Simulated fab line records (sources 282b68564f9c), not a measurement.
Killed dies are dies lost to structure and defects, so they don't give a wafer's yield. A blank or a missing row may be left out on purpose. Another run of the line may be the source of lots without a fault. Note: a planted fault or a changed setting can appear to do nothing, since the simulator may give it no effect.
A lot that was struck, set against a sound lot	flow rit-cmos	14 out of 202 route steps
Sound: these wafers, L420.3, L420.4, L420.6. Wafers L426.3, L426.4, L426.6 were the ones struck. The cause comes at the end.
Per side, at each step with rows, come the tool, then ch with its chambers, and then its first start. Under that, the readings that differ: sound wafers	struck wafers	difference of the means	sigmas: that difference in standard deviations of wafers without a fault.
alike: a reading whose means differ by less than 2 such deviations, as well as words and numbers matching on both sides. not compared: withheld readings; readings where some wafer has no value; bounds like >300 that might hide an equal value; numbers whose values overlap and for which the record gives no deviation.
The two part at a step that has a row with sigmas, a row that says differs or no value, or rows on one side only. When numbers do not overlap yet have no deviation, they are printed without sigmas and do not part them. Lack of a reading on every wafer of one side parts them only where that side has two or more wafers.

first, 4 steps without rows for these wafers: RIT_NLDD_SOFTBAKE_02 (time 60 s); RIT_NLDD_EXPOSE_03 (exposes mask M7, target cd 40700 nm); RIT_NLDD_PEB_04; RIT_NLDD_DEVELOP_05 (develop time 50 s).
RIT_NLDD_OVL_MEAS_06:
  sound on overlay-02 at day 3 07:58; struck on overlay-02 at day 4 14:16
  alike: NLDD_OVL
then, 2 steps without rows for these wafers: RIT_NLDD_HARDBAKE_07 (time 60 s); RIT_NLDD_IMPLANT_08.
RIT_NLDD_STRIP_09: strips in O2, time 180 s.
  sound on plasma-asher-02 ch 0,1, day 3 08:20; struck on plasma-asher-01 ch 0,1, day 4 14:39
  alike: drypump-motor-current-A
  not compared: rf-hours-counter-h
RIT_NLDD_TW_MEAS_10:
  sound on film-metro-02 at day 3 08:29; struck on film-metro-01 at day 4 14:47
  alike: NLDD_TW
then, 3 steps without rows for these wafers: RIT_PLDD_HMDS_00 (prime time 60 s); RIT_PLDD_COAT_01 (resist thk 1000 nm); RIT_PLDD_SOFTBAKE_02 (time 60 s).
RIT_PLDD_EXPOSE_03: exposes mask M8, target cd 40900 nm.
  sound on iline-stepper-02 ch 0, day 3 09:01; struck on iline-stepper-01, day 4 15:25
  no value came back on the struck wafers for exposure-dose-mJ-cm2, focus-offset-nm (nm); on the sound wafers exposure-dose-mJ-cm2 reads 250.15 249.81 249.82
  alike: mask
following that, these wafers have no rows for 1 step: RIT_PLDD_PEB_04.

## WHERE THEY PART
Only at RIT_PLDD_EXPOSE_03, within this record.

WHY: what had been put in by the simulator
Whole step skipped at RIT_PLDD_EXPOSE_03 on iline-stepper-01, starting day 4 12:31. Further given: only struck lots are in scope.
